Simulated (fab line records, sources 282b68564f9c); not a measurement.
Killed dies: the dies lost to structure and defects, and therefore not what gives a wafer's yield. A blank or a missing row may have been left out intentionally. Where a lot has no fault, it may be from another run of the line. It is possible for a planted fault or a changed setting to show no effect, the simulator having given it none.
Which tool did it? :: flow rit cmos :: 14 lots with 42 wafers sampled at 5 steps, on a route of 202 steps

WHAT THE GAUGES SHOWED, per wafer
Not one reading of a measure or inspect step in the record can be checked against a usual standard deviation.

TOOL THAT RAN EACH LOT (tool first, then ch and the chambers of the sampled wafers, then the start)
lot: L762
RIT_NRETRO_IMPLANT_08: implanter-03 ch 0, day 2 07:37
RIT_GATE_STRIP_20: plasma asher-01 ch 0,1, day 2 14:32
RIT_CONTACT_STRIP_12: plasma asher-03 ch 0,1, day 3 05:59
RIT_M1_METAL_ETCH_12: rie metal-04 ch 0,1, day 3 08:25
RIT_M1_PROBE_99: -

lot: L763
RIT_NRETRO_IMPLANT_08: implanter-02 ch 0, day 2 10:52
RIT_GATE_STRIP_20: plasma asher-01 ch 0,1, day 2 18:44
RIT_CONTACT_STRIP_12: plasma asher-02 ch 1, day 3 10:40
RIT_M1_METAL_ETCH_12: rie metal-02 ch 0,1, day 3 13:06
RIT_M1_PROBE_99: -

lot: L764
RIT_NRETRO_IMPLANT_08: implanter-02 ch 0, day 2 18:07
RIT_GATE_STRIP_20: plasma asher-04 ch 0,1, day 3 05:29
RIT_CONTACT_STRIP_12: plasma asher-03 ch 0,1, day 3 20:26
RIT_M1_METAL_ETCH_12: rie metal-03 ch 0,1, day 3 23:01
RIT_M1_PROBE_99: -

lot: L766
RIT_NRETRO_IMPLANT_08: implanter-03 ch 0, day 3 04:36
RIT_GATE_STRIP_20: plasma asher-01 ch 0,1, day 3 16:24
RIT_CONTACT_STRIP_12: plasma asher-02 ch 0,1, day 4 08:36
RIT_M1_METAL_ETCH_12: rie metal-02 ch 0,1, day 4 11:08
RIT_M1_PROBE_99: -

lot: L767
RIT_NRETRO_IMPLANT_08: implanter-02 ch 0, day 3 09:46
RIT_GATE_STRIP_20: plasma asher-04 ch 0,1, day 3 19:46
RIT_CONTACT_STRIP_12: plasma asher-02 ch 0,1, day 4 11:46
RIT_M1_METAL_ETCH_12: rie metal-03 ch 0,1, day 4 14:19
RIT_M1_PROBE_99: -

lot: L768
RIT_NRETRO_IMPLANT_08: implanter-01 ch 0, day 3 13:49
RIT_GATE_STRIP_20: plasma asher-03 ch 0,1, day 3 23:22
RIT_CONTACT_STRIP_12: plasma asher-03 ch 0,1, day 4 16:42
RIT_M1_METAL_ETCH_12: rie metal-04 ch 0,1, day 4 19:15
RIT_M1_PROBE_99: -

lot: L769
RIT_NRETRO_IMPLANT_08: implanter-01 ch 0, day 3 19:06
RIT_GATE_STRIP_20: plasma asher-03 ch 0,1, day 4 06:25
RIT_CONTACT_STRIP_12: plasma asher-04 ch 0,1, day 4 21:33
RIT_M1_METAL_ETCH_12: rie metal-02 ch 0,1, day 4 23:59
RIT_M1_PROBE_99: -

lot: L770
RIT_NRETRO_IMPLANT_08: implanter-02 ch 0, day 4 03:41
RIT_GATE_STRIP_20: plasma asher-04 ch 0,1, day 4 12:29
RIT_CONTACT_STRIP_12: plasma asher-03 ch 0,1, day 5 04:59
RIT_M1_METAL_ETCH_12: rie metal-03 ch 0,1, day 5 07:32
RIT_M1_PROBE_99: prober-01, day 5 09:47

lot: L774
RIT_NRETRO_IMPLANT_08: implanter-03 ch 0, day 4 22:08
RIT_GATE_STRIP_20: plasma asher-04 ch 0,1, day 5 05:43
RIT_CONTACT_STRIP_12: plasma asher-03 ch 0,1, day 5 21:41
RIT_M1_METAL_ETCH_12: rie metal-04 ch 0,1, day 6 00:05
RIT_M1_PROBE_99: prober-01, day 6 02:25

lot: L775
RIT_NRETRO_IMPLANT_08: implanter-03 ch 0, day 5 03:06
RIT_GATE_STRIP_20: plasma asher-04 ch 0,1, day 5 10:53
RIT_CONTACT_STRIP_12: plasma asher-04 ch 0,1, day 6 04:16
RIT_M1_METAL_ETCH_12: rie metal-02 ch 0,1, day 6 06:40
RIT_M1_PROBE_99: prober-02, day 6 08:55

lot: L776
RIT_NRETRO_IMPLANT_08: implanter-03 ch 0, day 5 12:35
RIT_GATE_STRIP_20: plasma asher-01 ch 0,1, day 6 00:58
RIT_CONTACT_STRIP_12: plasma asher-03 ch 0,1, day 6 19:25
RIT_M1_METAL_ETCH_12: rie metal-02 ch 0,1, day 6 21:57
RIT_M1_PROBE_99: prober-02, day 7 01:16

lot: L777
RIT_NRETRO_IMPLANT_08: implanter-01 ch 0, day 5 15:43
RIT_GATE_STRIP_20: plasma asher-03 ch 0,1, day 6 01:20
RIT_CONTACT_STRIP_12: plasma asher-02 ch 0,1, day 6 18:56
RIT_M1_METAL_ETCH_12: rie metal-04 ch 0,1, day 6 21:28
RIT_M1_PROBE_99: prober-01, day 6 23:46

lot: L778
RIT_NRETRO_IMPLANT_08: implanter-01 ch 0, day 5 18:59
RIT_GATE_STRIP_20: plasma asher-03 ch 0,1, day 6 07:53
RIT_CONTACT_STRIP_12: plasma asher-04 ch 0,1, day 7 03:32
RIT_M1_METAL_ETCH_12: rie metal-04 ch 0,1, day 7 05:57
RIT_M1_PROBE_99: -

lot: L780
RIT_NRETRO_IMPLANT_08: implanter-03 ch 0, day 6 05:26
RIT_GATE_STRIP_20: plasma asher-04 ch 0,1, day 6 20:10
RIT_CONTACT_STRIP_12: plasma asher-02 ch 0,1, day 7 16:17
RIT_M1_METAL_ETCH_12: rie metal-03 ch 1, day 7 19:02
RIT_M1_PROBE_99: -
- RIT_NRETRO_IMPLANT_08
- RIT_GATE_STRIP_20: strips in O2, time 180 s.
- RIT_CONTACT_STRIP_12: strips in O2, time 180 s.
- RIT_M1_METAL_ETCH_12: etches Al in Cl2/BCl3, stops on SiO2, time 165 s, target depth 600 nm.
- RIT_M1_PROBE_99

WHAT THE TOOLS THEMSELVES READ (means of the sampled wafers that have a number; where no wafer has one, the mark that the record gives instead)
RIT_NRETRO_IMPLANT_08. Usual: beam on s 9.99 s, standard deviation 0.21; dose ions cm2 9.997e+12, standard deviation 1.2e+10; tilt deg 6.999 degrees, standard deviation 0.02.
lot: L762
tool: implanter-03
beam on s (s): 10.03
dose ions cm2: 9.987e+12
tilt deg (degrees): 6.983
flag: 

lot: L763
tool: implanter-02
beam on s (s): 9.99
dose ions cm2: 1.000e+13
tilt deg (degrees): 7.004
flag: 

lot: L764
tool: implanter-02
beam on s (s): 10.06
dose ions cm2: 9.986e+12
tilt deg (degrees): 7.007
flag: 

lot: L766
tool: implanter-03
beam on s (s): 10.05
dose ions cm2: 9.994e+12
tilt deg (degrees): 6.999
flag: 

lot: L767
tool: implanter-02
beam on s (s): 10.10
dose ions cm2: 9.989e+12
tilt deg (degrees): 7.000
flag: 

lot: L768
tool: implanter-01
beam on s (s): 9.84
dose ions cm2: 9.992e+12
tilt deg (degrees): 6.971
flag: 

lot: L769
tool: implanter-01
beam on s (s): 9.80
dose ions cm2: 1.001e+13
tilt deg (degrees): 6.974
flag: 

lot: L770
tool: implanter-02
beam on s (s): 9.94
dose ions cm2: 1.000e+13
tilt deg (degrees): 7.010
flag: 

lot: L774
tool: implanter-03
beam on s (s): 10.10
dose ions cm2: 9.991e+12
tilt deg (degrees): 7.012
flag: 

lot: L775
tool: implanter-03
beam on s (s): 10.07
dose ions cm2: 1.000e+13
tilt deg (degrees): 6.992
flag: 

lot: L776
tool: implanter-03
beam on s (s): 9.89
dose ions cm2: 1.017e+13
tilt deg (degrees): 7.010
flag: OFF

lot: L777
tool: implanter-01
beam on s (s): 10.06
dose ions cm2: 9.988e+12
tilt deg (degrees): 7.014
flag: 

lot: L778
tool: implanter-01
beam on s (s): 10.03
dose ions cm2: 1.000e+13
tilt deg (degrees): 6.971
flag: 

lot: L780
tool: implanter-03
beam on s (s): 10.01
dose ions cm2: 1.018e+13
tilt deg (degrees): 6.991
flag: OFF

RIT_GATE_STRIP_20. Usual: drypump motor current A reads 5.7 A (standard deviation 0.45).
lot: L762
tool: plasma asher-01
drypump motor current A (A): 5.7
flag: 

lot: L763
tool: plasma asher-01
drypump motor current A (A): 5.8
flag: 

lot: L764
tool: plasma asher-04
drypump motor current A (A): 5.6
flag: 

lot: L766
tool: plasma asher-01
drypump motor current A (A): 5.6
flag: 

lot: L767
tool: plasma asher-04
drypump motor current A (A): 5.9
flag: 

lot: L768
tool: plasma asher-03
drypump motor current A (A): 5.4
flag: 

lot: L769
tool: plasma asher-03
drypump motor current A (A): 5.9
flag: 

lot: L770
tool: plasma asher-04
drypump motor current A (A): 5.6
flag: 

lot: L774
tool: plasma asher-04
drypump motor current A (A): 5.6
flag: 

lot: L775
tool: plasma asher-04
drypump motor current A (A): 5.6
flag: 

lot: L776
tool: plasma asher-01
drypump motor current A (A): 5.6
flag: 

lot: L777
tool: plasma asher-03
drypump motor current A (A): 5.4
flag: 

lot: L778
tool: plasma asher-03
drypump motor current A (A): 5.4
flag: 

lot: L780
tool: plasma asher-04
drypump motor current A (A): 5.9
flag: 

RIT_CONTACT_STRIP_12. Usual: drypump motor current A reads 5.8 A (standard deviation 0.6).
lot: L762
tool: plasma asher-03
drypump motor current A (A): 5.4
flag: 

lot: L763
tool: plasma asher-02
drypump motor current A (A): 5.5
flag: 

lot: L764
tool: plasma asher-03
drypump motor current A (A): 5.9
flag: 

lot: L766
tool: plasma asher-02
drypump motor current A (A): 6.2
flag: 

lot: L767
tool: plasma asher-02
drypump motor current A (A): 6.2
flag: 

lot: L768
tool: plasma asher-03
drypump motor current A (A): 5.4
flag: 

lot: L769
tool: plasma asher-04
drypump motor current A (A): 5.9
flag: 

lot: L770
tool: plasma asher-03
drypump motor current A (A): 5.4
flag: 

lot: L774
tool: plasma asher-03
drypump motor current A (A): 5.4
flag: 

lot: L775
tool: plasma asher-04
drypump motor current A (A): 5.9
flag: 

lot: L776
tool: plasma asher-03
drypump motor current A (A): 5.4
flag: 

lot: L777
tool: plasma asher-02
drypump motor current A (A): 6.2
flag: 

lot: L778
tool: plasma asher-04
drypump motor current A (A): 5.8
flag: 

lot: L780
tool: plasma asher-02
drypump motor current A (A): 6.2
flag: 

RIT_M1_METAL_ETCH_12. Usual: drypump motor current A 5.9 A, standard deviation 0.38; oes product au 0.768 a.u., standard deviation 0.012; throttle valve pct 8.32 %, standard deviation 0.08.
lot: L762
tool: rie metal-04
drypump motor current A (A): 5.8
oes product au (a.u.): 0.777
throttle valve pct (%): 8.20
flag: 

lot: L763
tool: rie metal-02
drypump motor current A (A): 6.1
oes product au (a.u.): 0.773
throttle valve pct (%): 8.34
flag: 

lot: L764
tool: rie metal-03
drypump motor current A (A): 6.1
oes product au (a.u.): 0.763
throttle valve pct (%): 8.40
flag: 

lot: L766
tool: rie metal-02
drypump motor current A (A): 6.0
oes product au (a.u.): 0.769
throttle valve pct (%): 8.34
flag: 

lot: L767
tool: rie metal-03
drypump motor current A (A): 6.0
oes product au (a.u.): 0.765
throttle valve pct (%): 8.35
flag: 

lot: L768
tool: rie metal-04
drypump motor current A (A): 5.8
oes product au (a.u.): 0.765
throttle valve pct (%): 8.20
flag: 

lot: L769
tool: rie metal-02
drypump motor current A (A): 6.0
oes product au (a.u.): 0.756
throttle valve pct (%): 8.36
flag: 

lot: L770
tool: rie metal-03
drypump motor current A (A): 6.1
oes product au (a.u.): 0.772
throttle valve pct (%): 8.39
flag: 

lot: L774
tool: rie metal-04
drypump motor current A (A): 5.8
oes product au (a.u.): 0.766
throttle valve pct (%): 8.20
flag: 

lot: L775
tool: rie metal-02
drypump motor current A (A): 6.0
oes product au (a.u.): 0.768
throttle valve pct (%): 8.35
flag: 

lot: L776
tool: rie metal-02
drypump motor current A (A): 6.0
oes product au (a.u.): 0.757
throttle valve pct (%): 8.36
flag: 

lot: L777
tool: rie metal-04
drypump motor current A (A): 5.4
oes product au (a.u.): 0.763
throttle valve pct (%): 8.22
flag: 

lot: L778
tool: rie metal-04
drypump motor current A (A): 5.4
oes product au (a.u.): 0.768
throttle valve pct (%): 8.22
flag: 

lot: L780
tool: rie metal-03
drypump motor current A (A): 6.1
oes product au (a.u.): 0.767
throttle valve pct (%): 8.42
flag: 

RIT_M1_PROBE_99. Usual: killed at contacts 0.1, standard deviation 0.24; killed at front end 7, standard deviation 3.1; killed dies 7, standard deviation 3.1; killed open 3.3, standard deviation 1.9; killed short 3.9, standard deviation 2.1.
lot: L770
tool: prober-01
killed at contacts: 0.3
killed at front end: 10
killed dies: 10
killed open: 4.3
killed short: 6.0
flag: 

lot: L774
tool: prober-01
killed at contacts: 0.0
killed at front end: 7
killed dies: 7
killed open: 3.3
killed short: 3.3
flag: 

lot: L775
tool: prober-02
killed at contacts: 0.0
killed at front end: 5
killed dies: 5
killed open: 2.3
killed short: 3.0
flag: 

lot: L776
tool: prober-02
killed at contacts: 0.0
killed at front end: 7
killed dies: 7
killed open: 1.3
killed short: 4.7
flag: 

lot: L777
tool: prober-01
killed at contacts: 0.0
killed at front end: 11
killed dies: 11
killed open: 5.7
killed short: 5.3
flag: 

THE ANSWER, worked out from the rows above alone
Rule: a lot counts as off when the mean over its wafers that have a number is more than 3 standard deviations away from the usual mean. A lot without any number at a reading at which 4 lots or more have one is off too. Where the step has rows for the other lots, those lots are counted as sound. Order of review: gauges by route order, followed by the tools' own readings, for which a lot's mean as printed above is used. At the first step where some lot is off, the reading lying furthest off is the one used; lots without a number count as furthest.
Off, at RIT_NRETRO_IMPLANT_08 on dose ions cm2: L776, L780.
If a tool, at that step or one of the process steps before it, ran each lot that is off and ran no sound lot following the first of them, it fits. One fits: implanter-03 at RIT_NRETRO_IMPLANT_08. Its last sound lot is L775 (day 5 03:06), its first lot that is off L776 (day 5 12:35): a fault that began between those two fits.
The tool's own readings at RIT_NRETRO_IMPLANT_08 bear it out: on the lots that are off they differ by more than 5 times the standard deviation of the sound lots' means. dose ions cm2 reads 1.018e+13 there against 9.995e+12 on the sound lots.

WHAT THE SIMULATOR HAD INSERTED
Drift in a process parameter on implanter-03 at RIT_NRETRO_IMPLANT_08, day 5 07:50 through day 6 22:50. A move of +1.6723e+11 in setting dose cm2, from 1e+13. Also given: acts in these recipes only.
Struck lots among those shown: L776, L780. The rule above reached the same finding.
